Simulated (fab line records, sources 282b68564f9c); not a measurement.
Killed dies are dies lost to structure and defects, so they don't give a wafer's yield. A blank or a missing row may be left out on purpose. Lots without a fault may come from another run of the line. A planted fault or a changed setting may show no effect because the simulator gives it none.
Which tool did it? | flow rit_cmos | 14 lots, 42 wafers sampled, at 4 steps of a route of 202

WHAT THE GAUGES READ, wafer by wafer
RIT_M1_OVL_MEAS_10. Usual: M1_OVL 0.9 nm, standard deviation 1.5.
lot  | measured    | on         | M1_OVL (nm)    | flag
L581 | day 3 10:36 | overlay-02 | -1.7 -1.4 0.0  |
L583 | day 3 19:22 | overlay-01 | 2.5 0.0 2.5    |
L584 | day 4 01:58 | overlay-01 | 2.7 2.1 1.7    |
L586 | day 4 09:47 | overlay-01 | 1.1 -1.9 0.3   |
L587 | day 4 12:48 | overlay-01 | 2.9 1.4 1.1    |
L588 | day 4 21:25 | overlay-01 | -1.3 -0.4 -1.6 |
L589 | day 4 23:14 | overlay-02 | 1.1 1.6 -0.3   |
L590 | day 5 05:40 | overlay-01 | 2.7 1.2 3.5    |
L591 | day 5 13:46 | overlay-01 | -0.2 1.0 1.0   |
L592 | day 5 14:45 | overlay-01 | 0.2 -2.1 -0.1  |
L593 | day 5 18:35 | overlay-02 | 0.7 1.6 3.0    |
L595 | day 6 05:16 | overlay-02 | 1.1 -0.1 1.4   |
L597 | day 6 15:07 | overlay-02 | 2.1 3.2 2.2    |
L604 | day 8 06:28 | overlay-02 | 0.6 1.3 0.4    |

WHICH TOOL RAN EACH LOT (tool, then ch and the chambers of the sampled wafers, then the start)
lot  | RIT_ACTIVE_CLEAN_15            | RIT_GATE_STRIP_20                   | RIT_CONTACT_ETCH_11
L581 | wet_bench-04 ch 1, day 1 15:08 | plasma_asher-01 ch 0,1, day 2 15:29 | rie_diel-04 ch 1,2, day 3 08:09
L583 | wet_bench-02 ch 0, day 2 01:58 | plasma_asher-01 ch 0, day 3 01:37   | rie_diel-04 ch 0,3, day 3 16:52
L584 | wet_bench-04 ch 1, day 2 06:16 | plasma_asher-03 ch 0,1, day 3 07:28 | rie_diel-02 ch 0,3, day 3 23:29
L586 | wet_bench-02 ch 1, day 2 17:25 | plasma_asher-04 ch 0,1, day 3 16:35 | rie_diel-02 ch 0,3, day 4 07:20
L587 | wet_bench-04 ch 1, day 2 21:29 | plasma_asher-01 ch 0,1, day 3 19:32 | rie_diel-03 ch 1,2,3, day 4 10:28
L588 | wet_bench-03 ch 3, day 3 03:27 | plasma_asher-04 ch 0,1, day 4 04:10 | rie_diel-03 ch 0,2, day 4 19:05
L589 | wet_bench-03 ch 3, day 3 07:38 | plasma_asher-03 ch 0,1, day 4 05:53 | rie_diel-02 ch 0,1,2, day 4 20:46
L590 | wet_bench-03 ch 1, day 3 12:25 | plasma_asher-04 ch 0,1, day 4 10:23 | rie_diel-03 ch 0,1,3, day 5 03:26
L591 | wet_bench-03 ch 2, day 3 18:10 | plasma_asher-01 ch 0,1, day 4 20:05 | rie_diel-04 ch 1,2,3, day 5 11:19
L592 | wet_bench-03 ch 1, day 3 22:16 | plasma_asher-03 ch 0,1, day 4 20:59 | rie_diel-02 ch 0,1,2, day 5 12:26
L593 | wet_bench-04 ch 3, day 4 03:20 | plasma_asher-03 ch 0,1, day 5 01:08 | rie_diel-04 ch 0,1,3, day 5 16:16
L595 | wet_bench-02 ch 1, day 4 14:20 | plasma_asher-03 ch 0,1, day 5 12:01 | rie_diel-02 ch 0,1,2, day 6 02:56
L597 | wet_bench-02 ch 3, day 4 23:29 | plasma_asher-01 ch 1, day 5 22:00   | rie_diel-03 ch 1,2,3, day 6 12:40
L604 | wet_bench-02 ch 2, day 6 10:58 | plasma_asher-01 ch 0,1, day 7 12:35 | rie_diel-02 ch 1,3, day 8 04:08
- RIT_ACTIVE_CLEAN_15: cleans in SC1, time 600 s.
- RIT_GATE_STRIP_20: strips in O2, time 180 s.
- RIT_CONTACT_ETCH_11: etches SiO2 in CHF3/CF4/Ar, stops on TiSi2, target depth 480 nm, time 320 s.

WHAT THE TOOLS THEMSELVES READ (means of the sampled wafers that have a number; where no wafer has one, the mark that the record gives instead)
RIT_ACTIVE_CLEAN_15. Usual: run_length_s 629 s, standard deviation 4.3.
lot  | tool         | run_length_s (s) | flag
L581 | wet_bench-04 | 625              |
L583 | wet_bench-02 | 633              |
L584 | wet_bench-04 | 633              |
L586 | wet_bench-02 | 625              |
L587 | wet_bench-04 | 624              |
L588 | wet_bench-03 | 624              |
L589 | wet_bench-03 | 626              |
L590 | wet_bench-03 | 628              |
L591 | wet_bench-03 | 635              |
L592 | wet_bench-03 | 636              |
L593 | wet_bench-04 | 636              |
L595 | wet_bench-02 | 634              |
L597 | wet_bench-02 | 653              | OFF
L604 | wet_bench-02 | 651              | OFF

RIT_GATE_STRIP_20. Usual: chamber_pressure_mTorr 4000 mTorr, standard deviation 3.6; drypump_motor_current_A 5.87 A, standard deviation 0.27.
lot  | tool            | chamber_pressure_mTorr (mTorr) | drypump_motor_current_A (A) | flag
L581 | plasma_asher-01 | 3999                           | 5.66                        |
L583 | plasma_asher-01 | 3997                           | 5.41                        |
L584 | plasma_asher-03 | 4000                           | 6.07                        |
L586 | plasma_asher-04 | 4002                           | 5.78                        |
L587 | plasma_asher-01 | 3998                           | 5.64                        |
L588 | plasma_asher-04 | 3999                           | 5.75                        |
L589 | plasma_asher-03 | 4004                           | 6.01                        |
L590 | plasma_asher-04 | 4002                           | 5.77                        |
L591 | plasma_asher-01 | 4002                           | 5.89                        |
L592 | plasma_asher-03 | 4005                           | 6.03                        |
L593 | plasma_asher-03 | 3997                           | 6.07                        |
L595 | plasma_asher-03 | 4003                           | 6.05                        |
L597 | plasma_asher-01 | 4002                           | 6.10                        |
L604 | plasma_asher-01 | 3998                           | 5.88                        |

RIT_CONTACT_ETCH_11. Usual: chamber_pressure_mTorr 100.00 mTorr, standard deviation 0.095; drypump_motor_current_A 5.8 A, standard deviation 0.43; oes_product_au 0.986 a.u., standard deviation 0.015; throttle_valve_pct 8.84 %, standard deviation 0.11.
lot  | tool        | chamber_pressure_mTorr (mTorr) | drypump_motor_current_A (A) | oes_product_au (a.u.) | throttle_valve_pct (%) | flag
L581 | rie_diel-04 | 99.97                          | 6.0                         | 0.972                 | 8.94                   |
L583 | rie_diel-04 | 100.03                         | 6.2                         | 1.007                 | 8.84                   |
L584 | rie_diel-02 | 100.04                         | 6.1                         | 1.001                 | 8.87                   |
L586 | rie_diel-02 | 100.08                         | 5.9                         | 1.002                 | 8.74                   |
L587 | rie_diel-03 | 99.98                          | 5.6                         | 0.979                 | 8.75                   |
L588 | rie_diel-03 | 99.91                          | 6.4                         | 0.969                 | 8.80                   |
L589 | rie_diel-02 | 100.03                         | 5.7                         | 0.996                 | 8.94                   |
L590 | rie_diel-03 | 99.94                          | 5.8                         | 0.979                 | 8.81                   |
L591 | rie_diel-04 | 99.99                          | 6.1                         | 0.981                 | 8.88                   |
L592 | rie_diel-02 | 100.03                         | 5.7                         | 0.997                 | 8.93                   |
L593 | rie_diel-04 | 99.95                          | 6.0                         | 0.994                 | 8.89                   |
L595 | rie_diel-02 | 100.09                         | 5.7                         | 0.998                 | 8.95                   |
L597 | rie_diel-03 | 99.91                          | 5.6                         | 0.977                 | 8.75                   |
L604 | rie_diel-02 | 99.97                          | 5.6                         | 0.981                 | 8.74                   |

THE ANSWER, worked out from the rows above alone
Rule: a lot is off if the mean of its wafers that have a number lies more than 3 standard deviations from the usual mean. A lot without any number at a reading at which 4 lots or more have one is off too. The other lots that the step has rows for count as sound. The gauges are gone through in route order, then the tools' own readings, and for those a lot's mean is taken as printed above. The first step at which some lot is off is used, and at that step the reading that is off furthest; a lot without a number counts as furthest.
Off: L597, L604, at RIT_ACTIVE_CLEAN_15 (run_length_s).
A tool fits if, at that step or a process step before it, it ran every lot that is off, and no sound lot after the first of them. One fits: wet_bench-02 at RIT_ACTIVE_CLEAN_15. Its last sound lot is L595 (day 4 14:20), its first lot that is off L597 (day 4 23:29): a fault that began between those two fits.

WHAT THE SIMULATOR HAD PUT IN
Process parameter drift: wet_bench-02, from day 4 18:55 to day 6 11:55, at RIT_ACTIVE_CLEAN_15. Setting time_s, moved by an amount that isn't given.
Lots struck among those shown: L597, L604. The rule above found the same.
